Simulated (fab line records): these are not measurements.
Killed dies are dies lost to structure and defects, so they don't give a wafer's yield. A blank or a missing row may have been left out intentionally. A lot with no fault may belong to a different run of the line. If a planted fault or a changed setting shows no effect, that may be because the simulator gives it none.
A lot that was struck, set against a sound lot / flow berkeley cmos170 / 43 out of 331 route steps
Sound: the wafers L755.1, L755.4, L755.5. Struck: wafers L765.1, L765.4, L765.6. The cause is named last.
Each step with rows lists, per side, the tool, then ch with its chambers, then its first start. Under that, the readings that differ: sound wafers / struck wafers / difference of the means / sigmas: that difference in standard deviations of wafers without a fault.
alike: a reading whose means differ by less than 2 such deviations, as well as words and numbers matching on both sides. not compared: withheld readings; readings where some wafer has no value; bounds like >300 that might hide an equal value; numbers whose values overlap and for which the record gives no deviation.
A row with sigmas, a row that says differs or no value, or rows on one side alone: a step with any of these is where the two part. Numbers that have no deviation but don't overlap get no sigmas and don't part them. Lack of a reading on every wafer of one side parts them only where that side has two or more wafers.

first, 3 steps without rows for these wafers: UCB170_NSD_EXPOSE_03 (exposes mask NSELECT MOD, target cd 1200 nm); UCB170_NSD_PEB_04; UCB170_NSD_DEVELOP_05 (develop time 45 s).
UCB170_NSD_CD_MEAS_06: target cd 1200 nm.
  sound: cd sem-01 at day 9 06:31; struck: cd sem-01 at day 11 18:53
  alike: cd nm
UCB170_NSD_OVL_MEAS_07:
  sound: overlay-01 at day 9 06:38; struck: overlay-02 at day 11 19:00
  alike: NSD_OVL
after that, 1 step had no rows for these wafers: UCB170_NSD_IMPLANT_08.
UCB170_NSD_STRIP_09: strips in O2.
  sound on plasma asher-01 ch 0,1, day 9 06:49; struck on plasma asher-04 ch 0,1, day 11 19:11
  alike: drypump motor current A, o2 flow sccm, oes product au, strip time to endpoint s
  not compared: rf hours counter h
UCB170_NSD_TW_MEAS_10:
  sound: film metro-03 at day 9 06:55; struck: film metro-04 at day 11 19:17
  alike: NSD_TW
then, 4 steps without rows for these wafers: UCB170_NSD_CLEAN_11 (cleans in SPM, time 600 s); UCB170_BACKSIDE_HMDS_00 (prime time 60 s); UCB170_BACKSIDE_COAT_01 (resist thk 900 nm); UCB170_BACKSIDE_SOFTBAKE_02 (time 60 s).
UCB170_BACKSIDE_STRIP_03: strips in O2.
  sound on plasma asher-02 ch 0,1, day 9 09:46; struck on plasma asher-02 ch 1, day 11 20:32
reading=drypump motor current A (A); sound=5.87 6.43 6.44; struck=5.88 5.88 5.90; difference=-0.36; sigmas=-2
  alike: o2 flow sccm, oes product au, strip time to endpoint s
  not compared: rf hours counter h
then, 2 steps without rows for these wafers: UCB170_BACKSIDE_CLEAN_04 (cleans in SPM, time 600 s); UCB170_SDANNEAL_RTA_00 (time 10 s).
UCB170_SDANNEAL_RTA_01: time 5 s.
  sound on rtp anneal-01 ch 0, day 9 10:10; struck on rtp anneal-01 ch 0, day 11 20:53
  alike: lamp power pct, wafer_temp_C_max
UCB170_SDANNEAL_RS_MEAS_02: the measuring method here is four-point-probe.
  sound: film metro-04 at day 9 10:14; struck: film metro-03 at day 11 20:56
  alike: PSD_RS
UCB170_SDANNEAL_RS_MEAS_03: the measuring method here is four-point-probe.
  sound: film metro-04 at day 9 10:21; struck: film metro-03 at day 11 21:04
  alike: NSD_RS
UCB170_SDANNEAL_RS_MEAS_04: the measuring method here is four-point-probe.
  sound: film metro-04 at day 9 10:28; struck: film metro-03 at day 11 21:11
  alike: PLDD_RS
UCB170_SDANNEAL_RS_MEAS_05: the measuring method here is four-point-probe.
  sound: film metro-04 at day 9 10:35; struck: film metro-03 at day 11 21:18
  alike: NLDD_RS
then, 1 step without rows for these wafers: UCB170_SILICIDE_PRE_CLEAN_00 (preclean etch time 60 s).
UCB170_SILICIDE_SPUTTER_01: material Ti, target thk 30 nm, time 25 s.
  sound: pvd sputter-01 at day 9 10:46; struck: pvd sputter-01 at day 11 21:29
  alike: throttle valve pct
UCB170_SILICIDE_RS_MEAS_02: the measuring method here is four-point-probe.
  sound: film metro-02 at day 9 10:48; struck: film metro-02 at day 11 21:31
reading=SILICIDE_TI_RS (ohm/sq); sound=25.7 25.6 25.8; struck=26.5 26.6 26.4; difference=+0.8; sigmas=+2
UCB170_SILICIDE_THK_MEAS_03: measures by xrf.
  sound: film metro-02 at day 9 10:55; struck: film metro-02 at day 11 21:38
  alike: SILICIDE_TI_THK
UCB170_SILICIDE_RTA_04: time 15 s.
  sound on rtp anneal-02 ch 0, day 9 10:59; struck on rtp anneal-02 ch 0, day 11 21:42
  alike: lamp power pct, wafer_temp_C_max
then, 3 steps without rows for these wafers: UCB170_SILICIDE_WET_ETCH_05 (etches Ti in SPM, time 45 s); UCB170_CONTACT_CLEAN_00 (cleans in SPM, time 600 s); UCB170_CONTACT_CVD_01 (deposits PSG from SiH4/O2/PH3, target thk 700 nm, time 2820 s).
UCB170_CONTACT_THK_MEAS_02:
  sound: film metro-04 at day 9 13:02; struck: film metro-02 at day 12 04:20
  alike: CONTACT_PSG_THK
then, 3 steps without rows for these wafers: UCB170_CONTACT_HMDS_03 (prime time 60 s); UCB170_CONTACT_COAT_04 (resist thk 900 nm); UCB170_CONTACT_SOFTBAKE_05 (time 60 s).
UCB170_CONTACT_STRIP_06: strips in O2.
  sound on plasma asher-01 ch 0, day 9 13:48; struck on plasma asher-01 ch 0, day 12 05:47
reading=strip time to endpoint s (s); sound=22.04 22.10 22.08; struck=21.93 21.88 21.92; difference=-0.16; sigmas=-2
  alike: drypump motor current A, o2 flow sccm, oes product au
  not compared: rf hours counter h
then, 8 steps without rows for these wafers: UCB170_CONTACT_CLEAN_07 (cleans in SPM, time 600 s); UCB170_CONTACT_RTA_08 (time 10 s); UCB170_CONTACT_COAT_09; UCB170_CONTACT_COAT_10 (resist thk 900 nm); UCB170_CONTACT_SOFTBAKE_11 (time 60 s); UCB170_CONTACT_EXPOSE_12 (exposes mask CONT, target cd 700 nm); UCB170_CONTACT_PEB_13; UCB170_CONTACT_DEVELOP_14 (develop time 45 s).
UCB170_CONTACT_CD_MEAS_15: target cd 700 nm.
  sound: cd sem-02 at day 9 15:07; struck: cd sem-01 at day 12 08:14
  alike: cd nm
UCB170_M3_PROBE_99:
  record: rows for the struck wafers here (prober-01, day 13 07:35), none for the sound ones

== WHERE THEY PART ==
At UCB170_BACKSIDE_STRIP_03 first; at UCB170_M3_PROBE_99 last (within this record only).

WHY: what the simulator had put in
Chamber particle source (plasma asher-02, UCB170_BACKSIDE_STRIP_03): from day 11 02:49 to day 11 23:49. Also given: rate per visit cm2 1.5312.
